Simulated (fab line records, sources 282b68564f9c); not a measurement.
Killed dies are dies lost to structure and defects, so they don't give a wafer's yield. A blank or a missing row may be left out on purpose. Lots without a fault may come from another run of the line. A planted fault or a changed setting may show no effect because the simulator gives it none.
Tool commonality check | flow rit_cmos | 14 lots, 42 wafers sampled

WHY IT WAS OPENED
At RIT_PSD_TW_MEAS_10 the reading PSD_TW is flagged on 2 of 14 lots. Wafers without a fault read 3420, standard deviation 15.
Rule: a lot is flagged when every wafer of it that has a number lies more than 4 standard deviations from that mean, or none has a number. The other lots count as sound.

lot  | measured    | on            | PSD_TW, wafer by wafer | flag
L147 | day 3 21:31 | film_metro-04 | 3422 3429 3425         |
L149 | day 4 09:22 | film_metro-02 | 3395 3403 3414         |
L154 | day 4 20:47 | film_metro-03 | 3444 3445 3407         |
L153 | day 4 22:25 | film_metro-04 | 3389 3385 3398         |
L156 | day 5 04:35 | film_metro-02 | 3418 3417 3423         |
L158 | day 5 14:46 | film_metro-03 | 3410 3430 3419         |
L160 | day 6 00:40 | film_metro-02 | 3423 3433 3429         |
L161 | day 6 07:14 | film_metro-02 | 3429 3456 3444         |
L162 | day 6 09:17 | film_metro-04 | 3424 3414 3411         |
L164 | day 6 22:16 | film_metro-02 | 3714 3689 3703         | FLAGGED
L166 | day 7 07:32 | film_metro-04 | 3678 3670 3651         | FLAGGED
L168 | day 7 20:22 | film_metro-02 | 3420 3417 3422         |
L169 | day 7 21:42 | film_metro-03 | 3414 3432 3437         |
L170 | day 8 00:51 | film_metro-02 | 3427 3431 3424         |
The numbers of the flagged lots are 3684 on average: +264 against the usual, or +18 standard deviations.

WHICH TOOL RAN EACH LOT
The record holds 2 process steps before the reading, out of a route of 202 steps. In each cell: the tool, then ch and the chambers that the sampled wafers went through, then the start.
lot  | flag    | RIT_NSD_STRIP_09                    | RIT_PSD_IMPLANT_08
L147 |         | plasma_asher-04 ch 0,1, day 3 19:56 | implanter-03 ch 0, day 3 21:13
L149 |         | plasma_asher-02 ch 0,1, day 4 06:57 | implanter-03 ch 0, day 4 09:04
L154 |         | plasma_asher-02 ch 0,1, day 4 19:01 | implanter-03 ch 0, day 4 20:29
L153 |         | plasma_asher-02 ch 0,1, day 4 20:47 | implanter-03 ch 0, day 4 22:06
L156 |         | plasma_asher-03 ch 0,1, day 5 02:47 | implanter-03 ch 0, day 5 04:18
L158 |         | plasma_asher-04 ch 0,1, day 5 13:05 | implanter-01 ch 0, day 5 14:28
L160 |         | plasma_asher-03 ch 0,1, day 5 23:00 | implanter-03 ch 0, day 6 00:22
L161 |         | plasma_asher-02 ch 0,1, day 6 05:40 | implanter-01 ch 0, day 6 06:56
L162 |         | plasma_asher-03 ch 0,1, day 6 07:32 | implanter-01 ch 0, day 6 08:57
L164 | FLAGGED | plasma_asher-04 ch 0,1, day 6 20:33 | implanter-03 ch 0, day 6 21:57
L166 | FLAGGED | plasma_asher-04 ch 0,1, day 7 05:42 | implanter-03 ch 0, day 7 07:13
L168 |         | plasma_asher-03 ch 0,1, day 7 18:39 | implanter-01 ch 0, day 7 20:02
L169 |         | plasma_asher-02 ch 0,1, day 7 19:59 | implanter-02 ch 0, day 7 21:23
L170 |         | plasma_asher-03 ch 0, day 7 23:14   | implanter-02 ch 0, day 8 00:32
What these steps do:
- RIT_NSD_STRIP_09: strips in O2, time 180 s.
- RIT_PSD_IMPLANT_08
- RIT_PSD_TW_MEAS_10

FLAGGED OVER TOTAL, TOOL BY TOOL (the gauges that took the reading come last)
step               | tool            | lots run | flagged | share of the flagged lots | sound lots run after its first flagged lot
RIT_NSD_STRIP_09   | plasma_asher-02 | 5        | 0       | none                      | -
RIT_NSD_STRIP_09   | plasma_asher-03 | 5        | 0       | none                      | -
RIT_NSD_STRIP_09   | plasma_asher-04 | 4        | 2       | all                       | 0
RIT_PSD_IMPLANT_08 | implanter-01    | 4        | 0       | none                      | -
RIT_PSD_IMPLANT_08 | implanter-02    | 2        | 0       | none                      | -
RIT_PSD_IMPLANT_08 | implanter-03    | 8        | 2       | all                       | 0
RIT_PSD_TW_MEAS_10 | film_metro-02   | 7        | 1       | some                      | 2 (L168,L170)
RIT_PSD_TW_MEAS_10 | film_metro-03   | 3        | 0       | none                      | -
RIT_PSD_TW_MEAS_10 | film_metro-04   | 4        | 1       | some                      | 0

WHAT THE TABLE ALLOWS
2 rows of the table ran every flagged lot: plasma_asher-04 at RIT_NSD_STRIP_09, implanter-03 at RIT_PSD_IMPLANT_08.
- plasma_asher-04 at RIT_NSD_STRIP_09: 2 of its 4 lots flagged. Its last sound lot is L158 (day 5 13:05), its first flagged lot L164 (day 6 20:33): a fault that began between those two fits.
- implanter-03 at RIT_PSD_IMPLANT_08: 2 of its 8 lots flagged. Its last sound lot is L160 (day 6 00:22), its first flagged lot L164 (day 6 21:57): a fault that began between those two fits. Its own readings lie more than 4 standard deviations out on every wafer of the flagged lots: beam_energy_keV.
Counting lots can't tell these 2 tools apart, because each fits a fault that began at some hour. More lots, or a look at what each step does to the wafer, might.

WHAT THE SIMULATOR HAD PUT IN
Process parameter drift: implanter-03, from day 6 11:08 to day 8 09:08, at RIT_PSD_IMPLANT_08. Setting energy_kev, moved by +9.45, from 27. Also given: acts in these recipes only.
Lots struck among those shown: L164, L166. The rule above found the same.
